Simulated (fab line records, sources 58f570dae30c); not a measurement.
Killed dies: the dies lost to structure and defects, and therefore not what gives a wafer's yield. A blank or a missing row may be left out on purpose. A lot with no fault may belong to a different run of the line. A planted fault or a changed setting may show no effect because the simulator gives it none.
fab line records || flow berkeley-cmos170
record {"lots": 7, "wafers": 21, "last-day": 11}
route steps=331 shown M1@252 V1@254
lots untouched by any fault: they come from a run of this same line in which no faults occurred
start-h: the number of hours between the record's first day and the start of the first shown wafer of the lot || wait-h: how many hours have passed since the lot's step before this one || " unchanged from the row above || L1.1+2: a row that stands for several wafers || - no value, or no start was given || * or withheld: withheld || < > ~ a bound
route shown NAME@n: names a module that has steps shown in the file, with the first one's number in the route || usual: the fault-free wafers' mean and standard deviation || same: alike in all rows || chamber/n: place in a boat || sites: per-site readings || _std_site: how widely they spread, as a standard deviation || _edge_site: mean of outer sites minus mean of inner sites || radius-mm: how far each site lies from the wafer's centre || mask NAME#n: copy n || behind: the last tool/chamber to shape the wafer || hold: cause of the lot's hold/its duration in hours/its outcome || device: transistor that didn't switch, given as n, p or np || end of line: at the end of the route, the tests of the same wafers || a step with no rows: only its recipe || killed: dies lost to structure and defects at the first sort, not the wafer's yield || map: the dies of a wafer, with x for killed, . for not killed, _ for no die there
set.NAME: the setting the step ran with; set.NAME@STEP: the setting that earlier step ran with || model.NAME: the simulator's own value behind a step, which no gauge read
lots at some steps of the route; a table a step, a row a wafer
services: when a tool's chamber went out of use (start-h, in hours from the record's first day, below 0 if earlier), for how many hours, and the reason
## steps
# step UCB170_M1_CD_MEAS_90
# recipe {"target-cd-nm": 700}
# usual {"cd-nm": "700.5/2.1"}
{"lot.wafer": "L543.1", "tool": "cd-sem-01", "chamber": "-", "start-h": 161.53, "wait-h": 0.1, "cd-nm": 701.9}
{"lot.wafer": "L543.2", "tool": "cd-sem-01", "chamber": "-", "start-h": 161.53, "wait-h": 0.1, "cd-nm": 702.7}
{"lot.wafer": "L543.3", "tool": "cd-sem-01", "chamber": "-", "start-h": 161.53, "wait-h": 0.1, "cd-nm": 701.8}
{"lot.wafer": "L547.2", "tool": "cd-sem-01", "chamber": "-", "start-h": 183.61, "wait-h": 0.1, "cd-nm": 700.9}
{"lot.wafer": "L547.3", "tool": "cd-sem-01", "chamber": "-", "start-h": 183.61, "wait-h": 0.1, "cd-nm": 701.4}
{"lot.wafer": "L547.5", "tool": "cd-sem-01", "chamber": "-", "start-h": 183.61, "wait-h": 0.1, "cd-nm": 702.2}
{"lot.wafer": "L548.2", "tool": "cd-sem-01", "chamber": "-", "start-h": 184.16, "wait-h": 0.1, "cd-nm": 695.6}
{"lot.wafer": "L548.4", "tool": "cd-sem-01", "chamber": "-", "start-h": 184.16, "wait-h": 0.1, "cd-nm": 697.4}
{"lot.wafer": "L548.6", "tool": "cd-sem-01", "chamber": "-", "start-h": 184.16, "wait-h": 0.1, "cd-nm": 695.1}
{"lot.wafer": "L549.1", "tool": "cd-sem-02", "chamber": "-", "start-h": 198.28, "wait-h": 0.1, "cd-nm": 699.9}
{"lot.wafer": "L549.4", "tool": "cd-sem-02", "chamber": "-", "start-h": 198.28, "wait-h": 0.1, "cd-nm": 701.3}
{"lot.wafer": "L549.6", "tool": "cd-sem-02", "chamber": "-", "start-h": 198.28, "wait-h": 0.1, "cd-nm": 697.2}
{"lot.wafer": "L553.1", "tool": "cd-sem-01", "chamber": "-", "start-h": 214.66, "wait-h": 0.1, "cd-nm": 700.3}
{"lot.wafer": "L553.4", "tool": "cd-sem-01", "chamber": "-", "start-h": 214.66, "wait-h": 0.1, "cd-nm": 701.4}
{"lot.wafer": "L553.5", "tool": "cd-sem-01", "chamber": "-", "start-h": 214.66, "wait-h": 0.1, "cd-nm": 702.8}
{"lot.wafer": "L560.1", "tool": "cd-sem-02", "chamber": "-", "start-h": 251.30, "wait-h": 0.1, "cd-nm": 701.7}
{"lot.wafer": "L560.2", "tool": "cd-sem-02", "chamber": "-", "start-h": 251.30, "wait-h": 0.1, "cd-nm": 702.7}
{"lot.wafer": "L560.3", "tool": "cd-sem-02", "chamber": "-", "start-h": 251.30, "wait-h": 0.1, "cd-nm": 702.5}
{"lot.wafer": "L561.1", "tool": "cd-sem-01", "chamber": "-", "start-h": 251.43, "wait-h": 0.1, "cd-nm": 701.4}
{"lot.wafer": "L561.3", "tool": "cd-sem-01", "chamber": "-", "start-h": 251.43, "wait-h": 0.1, "cd-nm": 701.8}
{"lot.wafer": "L561.6", "tool": "cd-sem-01", "chamber": "-", "start-h": 251.43, "wait-h": 0.1, "cd-nm": 702.8}
# step UCB170_M1_ANNEAL_14
# recipe {"temp-c": 400, "time-s": 1200, "ambient": "forming-gas"}
# step UCB170_V1_CVD_00
# recipe {"material": "SiO2", "target-thk-nm": 2000, "temp-c": 390, "precursor": "TEOS/O2", "time-s": 250, "rf-w": 550, "pressure-mtorr": 9000}
# usual {"heater-power-w": "238/53", "pressure-mtorr": "9000/17", "susceptor-temp-C": "389.99/0.23"}
{"lot.wafer": "L543.1", "tool": "pecvd-01", "chamber": 1, "start-h": 168.91, "wait-h": 0.0, "heater-power-w": 251, "pressure-mtorr": 9005, "susceptor-temp-C": 389.89}
{"lot.wafer": "L543.2", "tool": "pecvd-01", "chamber": 0, "start-h": 168.91, "wait-h": 0.0, "heater-power-w": 279, "pressure-mtorr": 8996, "susceptor-temp-C": 389.75}
{"lot.wafer": "L543.3", "tool": "pecvd-01", "chamber": 2, "start-h": 168.91, "wait-h": 0.0, "heater-power-w": 369, "pressure-mtorr": 8992, "susceptor-temp-C": 389.98}
{"lot.wafer": "L547.2", "tool": "pecvd-02", "chamber": 2, "start-h": 187.95, "wait-h": 0.0, "heater-power-w": 260, "pressure-mtorr": 9000, "susceptor-temp-C": 389.79}
{"lot.wafer": "L547.3", "tool": "pecvd-02", "chamber": 1, "start-h": 187.95, "wait-h": 0.0, "heater-power-w": 192, "pressure-mtorr": 9018, "susceptor-temp-C": 390.55}
{"lot.wafer": "L547.5", "tool": "pecvd-02", "chamber": 1, "start-h": 187.95, "wait-h": 0.0, "heater-power-w": 256, "pressure-mtorr": 9018, "susceptor-temp-C": 390.20}
{"lot.wafer": "L548.2", "tool": "pecvd-01", "chamber": 1, "start-h": 187.95, "wait-h": 0.0, "heater-power-w": 244, "pressure-mtorr": 9015, "susceptor-temp-C": 389.75}
{"lot.wafer": "L548.4", "tool": "pecvd-01", "chamber": 1, "start-h": 187.95, "wait-h": 0.0, "heater-power-w": 191, "pressure-mtorr": 8993, "susceptor-temp-C": 390.28}
{"lot.wafer": "L548.6", "tool": "pecvd-01", "chamber": 2, "start-h": 187.95, "wait-h": 0.0, "heater-power-w": 355, "pressure-mtorr": 8979, "susceptor-temp-C": 390.09}
{"lot.wafer": "L549.1", "tool": "pecvd-03", "chamber": 0, "start-h": 201.36, "wait-h": 0.0, "heater-power-w": 214, "pressure-mtorr": 9006, "susceptor-temp-C": 389.51}
{"lot.wafer": "L549.4", "tool": "pecvd-03", "chamber": 1, "start-h": 201.36, "wait-h": 0.0, "heater-power-w": 296, "pressure-mtorr": 8988, "susceptor-temp-C": 389.68}
{"lot.wafer": "L549.6", "tool": "pecvd-03", "chamber": 0, "start-h": 201.36, "wait-h": 0.0, "heater-power-w": 220, "pressure-mtorr": 9003, "susceptor-temp-C": 390.16}
{"lot.wafer": "L553.1", "tool": "pecvd-01", "chamber": 0, "start-h": 217.28, "wait-h": 0.0, "heater-power-w": 290, "pressure-mtorr": 9043, "susceptor-temp-C": 389.83}
{"lot.wafer": "L553.4", "tool": "pecvd-01", "chamber": 2, "start-h": 217.28, "wait-h": 0.0, "heater-power-w": 272, "pressure-mtorr": 9012, "susceptor-temp-C": 390.17}
{"lot.wafer": "L553.5", "tool": "pecvd-01", "chamber": 0, "start-h": 217.28, "wait-h": 0.0, "heater-power-w": 206, "pressure-mtorr": 9020, "susceptor-temp-C": 389.67}
{"lot.wafer": "L560.1", "tool": "pecvd-01", "chamber": 0, "start-h": 254.58, "wait-h": 0.0, "heater-power-w": 265, "pressure-mtorr": 9030, "susceptor-temp-C": 390.05}
{"lot.wafer": "L560.2", "tool": "pecvd-01", "chamber": 2, "start-h": 254.58, "wait-h": 0.0, "heater-power-w": 377, "pressure-mtorr": 8973, "susceptor-temp-C": 389.81}
{"lot.wafer": "L560.3", "tool": "pecvd-01", "chamber": 1, "start-h": 254.58, "wait-h": 0.0, "heater-power-w": 252, "pressure-mtorr": 9007, "susceptor-temp-C": 389.83}
{"lot.wafer": "L561.1", "tool": "pecvd-02", "chamber": 2, "start-h": 254.58, "wait-h": 0.0, "heater-power-w": 288, "pressure-mtorr": 9016, "susceptor-temp-C": 390.33}
{"lot.wafer": "L561.3", "tool": "pecvd-02", "chamber": 0, "start-h": 254.58, "wait-h": 0.0, "heater-power-w": 203, "pressure-mtorr": 9012, "susceptor-temp-C": 389.84}
{"lot.wafer": "L561.6", "tool": "pecvd-02", "chamber": 2, "start-h": 254.58, "wait-h": 0.0, "heater-power-w": 210, "pressure-mtorr": 8977, "susceptor-temp-C": 390.06}
# step UCB170_V1_THK_MEAS_01
# recipe {"reads": "SiO2_of_V1_CVD_00"}
# usual {"V1_TEOS_THK": "2003/25"}
{"lot.wafer": "L543.1", "tool": "film-metro-03", "chamber": "-", "start-h": 169.06, "wait-h": 0.1, "V1_TEOS_THK[nm]": 1984}
{"lot.wafer": "L543.2", "tool": "film-metro-03", "chamber": "-", "start-h": 169.06, "wait-h": 0.1, "V1_TEOS_THK[nm]": 1979}
{"lot.wafer": "L543.3", "tool": "film-metro-03", "chamber": "-", "start-h": 169.06, "wait-h": 0.1, "V1_TEOS_THK[nm]": 1978}
{"lot.wafer": "L547.2", "tool": "film-metro-01", "chamber": "-", "start-h": 188.11, "wait-h": 0.1, "V1_TEOS_THK[nm]": 2011}
{"lot.wafer": "L547.3", "tool": "film-metro-01", "chamber": "-", "start-h": 188.11, "wait-h": 0.1, "V1_TEOS_THK[nm]": 1964}
{"lot.wafer": "L547.5", "tool": "film-metro-01", "chamber": "-", "start-h": 188.11, "wait-h": 0.1, "V1_TEOS_THK[nm]": 2034}
{"lot.wafer": "L548.2", "tool": "film-metro-02", "chamber": "-", "start-h": 188.11, "wait-h": 0.1, "V1_TEOS_THK[nm]": 1976}
{"lot.wafer": "L548.4", "tool": "film-metro-02", "chamber": "-", "start-h": 188.11, "wait-h": 0.1, "V1_TEOS_THK[nm]": 2005}
{"lot.wafer": "L548.6", "tool": "film-metro-02", "chamber": "-", "start-h": 188.11, "wait-h": 0.1, "V1_TEOS_THK[nm]": 2006}
{"lot.wafer": "L549.1", "tool": "film-metro-02", "chamber": "-", "start-h": 201.59, "wait-h": 0.2, "V1_TEOS_THK[nm]": 1950}
{"lot.wafer": "L549.4", "tool": "film-metro-02", "chamber": "-", "start-h": 201.59, "wait-h": 0.2, "V1_TEOS_THK[nm]": 2028}
{"lot.wafer": "L549.6", "tool": "film-metro-02", "chamber": "-", "start-h": 201.59, "wait-h": 0.2, "V1_TEOS_THK[nm]": 1977}
{"lot.wafer": "L553.1", "tool": "film-metro-03", "chamber": "-", "start-h": 217.44, "wait-h": 0.1, "V1_TEOS_THK[nm]": 1935}
{"lot.wafer": "L553.4", "tool": "film-metro-03", "chamber": "-", "start-h": 217.44, "wait-h": 0.1, "V1_TEOS_THK[nm]": 1987}
{"lot.wafer": "L553.5", "tool": "film-metro-03", "chamber": "-", "start-h": 217.44, "wait-h": 0.1, "V1_TEOS_THK[nm]": 2006}
{"lot.wafer": "L560.1", "tool": "film-metro-02", "chamber": "-", "start-h": 254.74, "wait-h": 0.1, "V1_TEOS_THK[nm]": 2013}
{"lot.wafer": "L560.2", "tool": "film-metro-02", "chamber": "-", "start-h": 254.74, "wait-h": 0.1, "V1_TEOS_THK[nm]": 1983}
{"lot.wafer": "L560.3", "tool": "film-metro-02", "chamber": "-", "start-h": 254.74, "wait-h": 0.1, "V1_TEOS_THK[nm]": 2015}
{"lot.wafer": "L561.1", "tool": "film-metro-03", "chamber": "-", "start-h": 254.74, "wait-h": 0.1, "V1_TEOS_THK[nm]": 1975}
{"lot.wafer": "L561.3", "tool": "film-metro-03", "chamber": "-", "start-h": 254.74, "wait-h": 0.1, "V1_TEOS_THK[nm]": 1977}
{"lot.wafer": "L561.6", "tool": "film-metro-03", "chamber": "-", "start-h": 254.74, "wait-h": 0.1, "V1_TEOS_THK[nm]": 2020}
# step UCB170_V1_CMP_02
# recipe {"material": "SiO2", "down-force-psi": 6, "platen-rpm": 60, "pad-velocity-m-s": 0.75398}
# usual {"motor-current-A": "16.2/1.1"}
{"lot.wafer": "L543.1", "tool": "cmp-01", "chamber": 2, "start-h": 169.12, "wait-h": 0.1, "motor-current-A": 16.0}
{"lot.wafer": "L543.3", "tool": "cmp-01", "chamber": 3, "start-h": 169.12, "wait-h": 0.1, "motor-current-A": 15.7}
{"lot.wafer": "L543.2", "tool": "cmp-01", "chamber": 0, "start-h": 169.12, "wait-h": 0.1, "motor-current-A": 15.5}
{"lot.wafer": "L547.2", "tool": "cmp-02", "chamber": 1, "start-h": 188.16, "wait-h": 0.0, "motor-current-A": 14.8}
{"lot.wafer": "L547.3", "tool": "cmp-02", "chamber": 0, "start-h": 188.16, "wait-h": 0.0, "motor-current-A": 14.9}
{"lot.wafer": "L547.5", "tool": "cmp-02", "chamber": 1, "start-h": 188.16, "wait-h": 0.0, "motor-current-A": 15.4}
{"lot.wafer": "L548.4", "tool": "cmp-01", "chamber": 1, "start-h": 188.16, "wait-h": 0.0, "motor-current-A": 15.3}
{"lot.wafer": "L548.2", "tool": "cmp-01", "chamber": 0, "start-h": 188.16, "wait-h": 0.0, "motor-current-A": 16.5}
{"lot.wafer": "L548.6", "tool": "cmp-01", "chamber": 1, "start-h": 188.16, "wait-h": 0.0, "motor-current-A": 16.3}
{"lot.wafer": "L549.1", "tool": "cmp-01", "chamber": 2, "start-h": 201.70, "wait-h": 0.1, "motor-current-A": 15.9}
{"lot.wafer": "L549.4", "tool": "cmp-01", "chamber": 0, "start-h": 201.70, "wait-h": 0.1, "motor-current-A": 15.4}
{"lot.wafer": "L549.6", "tool": "cmp-01", "chamber": 2, "start-h": 201.70, "wait-h": 0.1, "motor-current-A": 16.9}
{"lot.wafer": "L553.1", "tool": "cmp-01", "chamber": 2, "start-h": 217.50, "wait-h": 0.1, "motor-current-A": 17.0}
{"lot.wafer": "L553.4", "tool": "cmp-01", "chamber": 1, "start-h": 217.50, "wait-h": 0.1, "motor-current-A": 15.7}
{"lot.wafer": "L553.5", "tool": "cmp-01", "chamber": 2, "start-h": 217.50, "wait-h": 0.1, "motor-current-A": 16.1}
{"lot.wafer": "L560.1", "tool": "cmp-02", "chamber": 3, "start-h": 254.80, "wait-h": 0.1, "motor-current-A": 14.8}
{"lot.wafer": "L560.3", "tool": "cmp-02", "chamber": 0, "start-h": 254.80, "wait-h": 0.1, "motor-current-A": 14.9}
{"lot.wafer": "L560.2", "tool": "cmp-02", "chamber": 1, "start-h": 254.80, "wait-h": 0.1, "motor-current-A": 15.7}
{"lot.wafer": "L561.1", "tool": "cmp-01", "chamber": 1, "start-h": 254.80, "wait-h": 0.1, "motor-current-A": 16.2}
{"lot.wafer": "L561.3", "tool": "cmp-01", "chamber": 3, "start-h": 254.80, "wait-h": 0.1, "motor-current-A": 15.4}
{"lot.wafer": "L561.6", "tool": "cmp-01", "chamber": 1, "start-h": 254.80, "wait-h": 0.1, "motor-current-A": 16.9}
# step UCB170_V1_BOW_MEAS_03
# recipe {"mode": "bow"}
# usual {"V1_BOW": "17/6.4"}
{"lot.wafer": "L543.1", "tool": "film-metro-03", "chamber": "-", "start-h": 169.42, "wait-h": 0.2, "V1_BOW[um]": 25}
{"lot.wafer": "L543.2", "tool": "film-metro-03", "chamber": "-", "start-h": 169.42, "wait-h": 0.2, "V1_BOW[um]": 17}
{"lot.wafer": "L543.3", "tool": "film-metro-03", "chamber": "-", "start-h": 169.42, "wait-h": 0.2, "V1_BOW[um]": 10}
{"lot.wafer": "L547.2", "tool": "film-metro-02", "chamber": "-", "start-h": 188.48, "wait-h": 0.3, "V1_BOW[um]": 21}
{"lot.wafer": "L547.3", "tool": "film-metro-02", "chamber": "-", "start-h": 188.48, "wait-h": 0.3, "V1_BOW[um]": 17}
{"lot.wafer": "L547.5", "tool": "film-metro-02", "chamber": "-", "start-h": 188.48, "wait-h": 0.3, "V1_BOW[um]": 8}
{"lot.wafer": "L548.2", "tool": "film-metro-03", "chamber": "-", "start-h": 188.48, "wait-h": 0.1, "V1_BOW[um]": 15}
{"lot.wafer": "L548.4", "tool": "film-metro-03", "chamber": "-", "start-h": 188.48, "wait-h": 0.1, "V1_BOW[um]": 23}
{"lot.wafer": "L548.6", "tool": "film-metro-03", "chamber": "-", "start-h": 188.48, "wait-h": 0.1, "V1_BOW[um]": 29}
{"lot.wafer": "L549.1", "tool": "film-metro-01", "chamber": "-", "start-h": 201.95, "wait-h": 0.2, "V1_BOW[um]": 17}
{"lot.wafer": "L549.4", "tool": "film-metro-01", "chamber": "-", "start-h": 201.95, "wait-h": 0.2, "V1_BOW[um]": 21}
{"lot.wafer": "L549.6", "tool": "film-metro-01", "chamber": "-", "start-h": 201.95, "wait-h": 0.2, "V1_BOW[um]": 8}
{"lot.wafer": "L553.1", "tool": "film-metro-02", "chamber": "-", "start-h": 217.80, "wait-h": 0.2, "V1_BOW[um]": 15}
{"lot.wafer": "L553.4", "tool": "film-metro-02", "chamber": "-", "start-h": 217.80, "wait-h": 0.2, "V1_BOW[um]": 23}
{"lot.wafer": "L553.5", "tool": "film-metro-02", "chamber": "-", "start-h": 217.80, "wait-h": 0.2, "V1_BOW[um]": 10}
{"lot.wafer": "L560.1", "tool": "film-metro-03", "chamber": "-", "start-h": 255.10, "wait-h": 0.2, "V1_BOW[um]": 7}
{"lot.wafer": "L560.2", "tool": "film-metro-03", "chamber": "-", "start-h": 255.10, "wait-h": 0.2, "V1_BOW[um]": 22}
{"lot.wafer": "L560.3", "tool": "film-metro-03", "chamber": "-", "start-h": 255.10, "wait-h": 0.2, "V1_BOW[um]": 32}
{"lot.wafer": "L561.1", "tool": "film-metro-02", "chamber": "-", "start-h": 255.10, "wait-h": 0.2, "V1_BOW[um]": 30}
{"lot.wafer": "L561.3", "tool": "film-metro-02", "chamber": "-", "start-h": 255.10, "wait-h": 0.2, "V1_BOW[um]": 26}
{"lot.wafer": "L561.6", "tool": "film-metro-02", "chamber": "-", "start-h": 255.10, "wait-h": 0.2, "V1_BOW[um]": 24}
# step UCB170_V1_THK_MEAS_04
# recipe {"reads": "SiO2_of_V1_CVD_00"}
# usual {"V1_POLISHED_THK": "1001.2/1.1"}
{"lot.wafer": "L543.1", "tool": "film-metro-03", "chamber": "-", "start-h": 169.54, "wait-h": 0.1, "V1_POLISHED_THK[nm]": 1001.9}
{"lot.wafer": "L543.2", "tool": "film-metro-03", "chamber": "-", "start-h": 169.54, "wait-h": 0.1, "V1_POLISHED_THK[nm]": 1001.6}
{"lot.wafer": "L543.3", "tool": "film-metro-03", "chamber": "-", "start-h": 169.54, "wait-h": 0.1, "V1_POLISHED_THK[nm]": 1001.2}
{"lot.wafer": "L547.2", "tool": "film-metro-02", "chamber": "-", "start-h": 188.59, "wait-h": 0.1, "V1_POLISHED_THK[nm]": 1000.1}
{"lot.wafer": "L547.3", "tool": "film-metro-02", "chamber": "-", "start-h": 188.59, "wait-h": 0.1, "V1_POLISHED_THK[nm]": 1001.1}
{"lot.wafer": "L547.5", "tool": "film-metro-02", "chamber": "-", "start-h": 188.59, "wait-h": 0.1, "V1_POLISHED_THK[nm]": 1002.7}
{"lot.wafer": "L548.2", "tool": "film-metro-03", "chamber": "-", "start-h": 188.59, "wait-h": 0.1, "V1_POLISHED_THK[nm]": 999.1}
{"lot.wafer": "L548.4", "tool": "film-metro-03", "chamber": "-", "start-h": 188.59, "wait-h": 0.1, "V1_POLISHED_THK[nm]": 999.4}
{"lot.wafer": "L548.6", "tool": "film-metro-03", "chamber": "-", "start-h": 188.59, "wait-h": 0.1, "V1_POLISHED_THK[nm]": 999.5}
{"lot.wafer": "L549.1", "tool": "film-metro-01", "chamber": "-", "start-h": 202.07, "wait-h": 0.1, "V1_POLISHED_THK[nm]": 1000.5}
{"lot.wafer": "L549.4", "tool": "film-metro-01", "chamber": "-", "start-h": 202.07, "wait-h": 0.1, "V1_POLISHED_THK[nm]": 1001.6}
{"lot.wafer": "L549.6", "tool": "film-metro-01", "chamber": "-", "start-h": 202.07, "wait-h": 0.1, "V1_POLISHED_THK[nm]": 1001.9}
{"lot.wafer": "L553.1", "tool": "film-metro-02", "chamber": "-", "start-h": 217.92, "wait-h": 0.1, "V1_POLISHED_THK[nm]": 1001.4}
{"lot.wafer": "L553.4", "tool": "film-metro-02", "chamber": "-", "start-h": 217.92, "wait-h": 0.1, "V1_POLISHED_THK[nm]": 1000.2}
{"lot.wafer": "L553.5", "tool": "film-metro-02", "chamber": "-", "start-h": 217.92, "wait-h": 0.1, "V1_POLISHED_THK[nm]": 1002.3}
{"lot.wafer": "L560.1", "tool": "film-metro-03", "chamber": "-", "start-h": 255.22, "wait-h": 0.1, "V1_POLISHED_THK[nm]": 1000.3}
{"lot.wafer": "L560.2", "tool": "film-metro-03", "chamber": "-", "start-h": 255.22, "wait-h": 0.1, "V1_POLISHED_THK[nm]": 1002.7}
{"lot.wafer": "L560.3", "tool": "film-metro-03", "chamber": "-", "start-h": 255.22, "wait-h": 0.1, "V1_POLISHED_THK[nm]": 1001.3}
{"lot.wafer": "L561.1", "tool": "film-metro-02", "chamber": "-", "start-h": 255.22, "wait-h": 0.1, "V1_POLISHED_THK[nm]": 1002.0}
{"lot.wafer": "L561.3", "tool": "film-metro-02", "chamber": "-", "start-h": 255.22, "wait-h": 0.1, "V1_POLISHED_THK[nm]": 1001.3}
{"lot.wafer": "L561.6", "tool": "film-metro-02", "chamber": "-", "start-h": 255.22, "wait-h": 0.1, "V1_POLISHED_THK[nm]": 1001.9}
# step UCB170_V1_CLEAN_05
# recipe {"chemistry": "DIW"}
# step UCB170_V1_HMDS_06
# recipe {"prime-time-s": 60, "prime-temp-c": 100}
# step UCB170_V1_COAT_07
# recipe {"resist": "KrF", "spin-rpm": 1500, "resist-thk-nm": 900}
# step UCB170_V1_SOFTBAKE_08
# recipe {"resist": "KrF", "temp-c": 130, "time-s": 60}
# step UCB170_V1_EXPOSE_09
# recipe {"mask-id": "VIA1", "target-cd-nm": 700, "na": 0.5, "sigma-outer": 0.6, "source-shape": "conventional", "dose-mj": 37}
# step UCB170_V1_PEB_10
# recipe {"peb-temp-c": 130, "peb-time-s": "withheld", "resist": "KrF"}
# usual {"chill-plate-temp-C": "23.02/0.11", "exhaust-pa": "45.0/0.87", "heater-power-total-W": "56.80/0.047", "plate-temp-C": "129.98/0.15"}
{"lot.wafer": "L543.1", "tool": "litho-track-02", "chamber": 0, "start-h": 170.97, "wait-h": 0.5, "chill-plate-temp-C": 23.06, "exhaust-pa": 45.7, "heater-power-total-W": 56.73, "plate-temp-C": 129.89}
{"lot.wafer": "L543.2", "tool": "litho-track-02", "chamber": 0, "start-h": 170.97, "wait-h": 0.5, "chill-plate-temp-C": 23.01, "exhaust-pa": 44.6, "heater-power-total-W": 56.79, "plate-temp-C": 129.65}
{"lot.wafer": "L543.3", "tool": "litho-track-02", "chamber": 0, "start-h": 170.97, "wait-h": 0.5, "chill-plate-temp-C": 23.03, "exhaust-pa": 45.7, "heater-power-total-W": 56.73, "plate-temp-C": 129.81}
{"lot.wafer": "L547.2", "tool": "litho-track-02", "chamber": "-", "start-h": 189.64, "wait-h": 0.2, "chill-plate-temp-C": "-", "exhaust-pa": "-", "heater-power-total-W": "-", "plate-temp-C": "-"}
{"lot.wafer": "L547.3", "tool": "litho-track-02", "chamber": "-", "start-h": 189.64, "wait-h": 0.2, "chill-plate-temp-C": "-", "exhaust-pa": "-", "heater-power-total-W": "-", "plate-temp-C": "-"}
{"lot.wafer": "L547.5", "tool": "litho-track-02", "chamber": "-", "start-h": 189.64, "wait-h": 0.2, "chill-plate-temp-C": "-", "exhaust-pa": "-", "heater-power-total-W": "-", "plate-temp-C": "-"}
{"lot.wafer": "L548.2", "tool": "litho-track-01", "chamber": "-", "start-h": 189.79, "wait-h": 0.1, "chill-plate-temp-C": "-", "exhaust-pa": "-", "heater-power-total-W": "-", "plate-temp-C": "-"}
{"lot.wafer": "L548.4", "tool": "litho-track-01", "chamber": "-", "start-h": 189.79, "wait-h": 0.1, "chill-plate-temp-C": "-", "exhaust-pa": "-", "heater-power-total-W": "-", "plate-temp-C": "-"}
{"lot.wafer": "L548.6", "tool": "litho-track-01", "chamber": "-", "start-h": 189.79, "wait-h": 0.1, "chill-plate-temp-C": "-", "exhaust-pa": "-", "heater-power-total-W": "-", "plate-temp-C": "-"}
{"lot.wafer": "L549.1", "tool": "litho-track-01", "chamber": "-", "start-h": 203.56, "wait-h": 0.3, "chill-plate-temp-C": "-", "exhaust-pa": "-", "heater-power-total-W": "-", "plate-temp-C": "-"}
{"lot.wafer": "L549.4", "tool": "litho-track-01", "chamber": "-", "start-h": 203.56, "wait-h": 0.3, "chill-plate-temp-C": "-", "exhaust-pa": "-", "heater-power-total-W": "-", "plate-temp-C": "-"}
{"lot.wafer": "L549.6", "tool": "litho-track-01", "chamber": "-", "start-h": 203.56, "wait-h": 0.3, "chill-plate-temp-C": "-", "exhaust-pa": "-", "heater-power-total-W": "-", "plate-temp-C": "-"}
{"lot.wafer": "L553.1", "tool": "litho-track-03", "chamber": 0, "start-h": 220.14, "wait-h": 0.3, "chill-plate-temp-C": 22.89, "exhaust-pa": 43.5, "heater-power-total-W": 56.81, "plate-temp-C": 130.18}
{"lot.wafer": "L553.4", "tool": "litho-track-03", "chamber": 0, "start-h": 220.14, "wait-h": 0.3, "chill-plate-temp-C": 23.02, "exhaust-pa": 44.1, "heater-power-total-W": 56.81, "plate-temp-C": 130.30}
{"lot.wafer": "L553.5", "tool": "litho-track-03", "chamber": 0, "start-h": 220.14, "wait-h": 0.3, "chill-plate-temp-C": 22.97, "exhaust-pa": 43.2, "heater-power-total-W": 56.75, "plate-temp-C": 130.30}
{"lot.wafer": "L560.1", "tool": "litho-track-02", "chamber": 0, "start-h": 256.36, "wait-h": 0.4, "chill-plate-temp-C": 23.16, "exhaust-pa": 45.1, "heater-power-total-W": 56.84, "plate-temp-C": 130.02}
{"lot.wafer": "L560.2", "tool": "litho-track-02", "chamber": 0, "start-h": 256.36, "wait-h": 0.4, "chill-plate-temp-C": 23.05, "exhaust-pa": 43.6, "heater-power-total-W": 56.80, "plate-temp-C": 130.11}
{"lot.wafer": "L560.3", "tool": "litho-track-02", "chamber": 0, "start-h": 256.36, "wait-h": 0.4, "chill-plate-temp-C": 23.02, "exhaust-pa": 44.8, "heater-power-total-W": 56.80, "plate-temp-C": 129.86}
{"lot.wafer": "L561.1", "tool": "litho-track-01", "chamber": 0, "start-h": 256.82, "wait-h": 0.6, "chill-plate-temp-C": 22.95, "exhaust-pa": 45.2, "heater-power-total-W": 56.79, "plate-temp-C": 129.82}
{"lot.wafer": "L561.3", "tool": "litho-track-01", "chamber": 0, "start-h": 256.82, "wait-h": 0.6, "chill-plate-temp-C": 23.03, "exhaust-pa": 44.7, "heater-power-total-W": 56.74, "plate-temp-C": 129.85}
{"lot.wafer": "L561.6", "tool": "litho-track-01", "chamber": 0, "start-h": 256.82, "wait-h": 0.6, "chill-plate-temp-C": 23.00, "exhaust-pa": 44.8, "heater-power-total-W": 56.90, "plate-temp-C": 130.06}
# step UCB170_V1_DEVELOP_11
# recipe {"developer": "TMAH", "develop-time-s": 45, "resist": "KrF", "dev-temp-c": 21}
## services
{"tool": "pecvd-02", "chamber": 0, "start-h": 149.50, "hours": "-", "kind": "clean"}
{"tool": "pecvd-02", "chamber": 1, "start-h": 149.50, "hours": "-", "kind": "clean"}
{"tool": "pecvd-02", "chamber": 2, "start-h": 149.50, "hours": "-", "kind": "clean"}
{"tool": "pecvd-03", "chamber": 2, "start-h": 182.30, "hours": 21.0, "kind": "repair"}
{"tool": "pecvd-02", "chamber": 1, "start-h": 203.74, "hours": 13.8, "kind": "repair"}
{"tool": "pecvd-02", "chamber": "-", "start-h": 228.85, "hours": 2.8, "kind": "pm"}
{"tool": "cmp-01", "chamber": "-", "start-h": 232.00, "hours": 4.0, "kind": "pm"}
{"tool": "cmp-01", "chamber": "-", "start-h": 236.00, "hours": "-", "kind": "consumable-replace:conditioner"}
{"tool": "cmp-01", "chamber": "-", "start-h": 236.00, "hours": "-", "kind": "consumable-replace:pad"}
{"tool": "pecvd-03", "chamber": "-", "start-h": 242.50, "hours": 14.0, "kind": "pm"}
{"tool": "pecvd-03", "chamber": 0, "start-h": 242.50, "hours": 14.0, "kind": "vent-cycle"}
{"tool": "pecvd-03", "chamber": 1, "start-h": 242.50, "hours": 14.0, "kind": "vent-cycle"}
{"tool": "pecvd-03", "chamber": 2, "start-h": 242.50, "hours": 14.0, "kind": "vent-cycle"}
{"tool": "pecvd-03", "chamber": 0, "start-h": 256.50, "hours": "-", "kind": "clean"}
{"tool": "pecvd-03", "chamber": 1, "start-h": 256.50, "hours": "-", "kind": "clean"}
{"tool": "pecvd-03", "chamber": 2, "start-h": 256.50, "hours": "-", "kind": "clean"}
## key
first-sign {"step": "UCB170_V1_PEB_10", "reading": "tool-record", "direction": "missing"}
effect none on later readings
met-at UCB170_V1_PEB_10
struck-wafers L547.2,L547.3,L547.5,L548.2,L548.4,L548.6,L549.1,L549.4,L549.6
later-rows-left-out L547.2,L547.3,L547.5,L548.2,L548.4,L548.6,L549.1,L549.4,L549.6
sort-left-out L547.2,L547.3,L547.5,L548.2,L548.4,L548.6,L549.1,L549.4,L549.6
onset-between 170.97 189.64
fault {"kind": "skipped-step-whole", "tool": "litho-track-01,litho-track-02", "chamber": "-", "onset-h": 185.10, "steps": "UCB170_V1_PEB_10", "scope": "struck-lots-only"}
# sort-left-out: the simulated sort isn't trusted on such a fault, so these wafers' sort isn't shown, and their yield isn't known
# later-rows-left-out: the simulator's readings of these wafers behind a module that went badly wrong aren't trusted and aren't shown, but for the sort
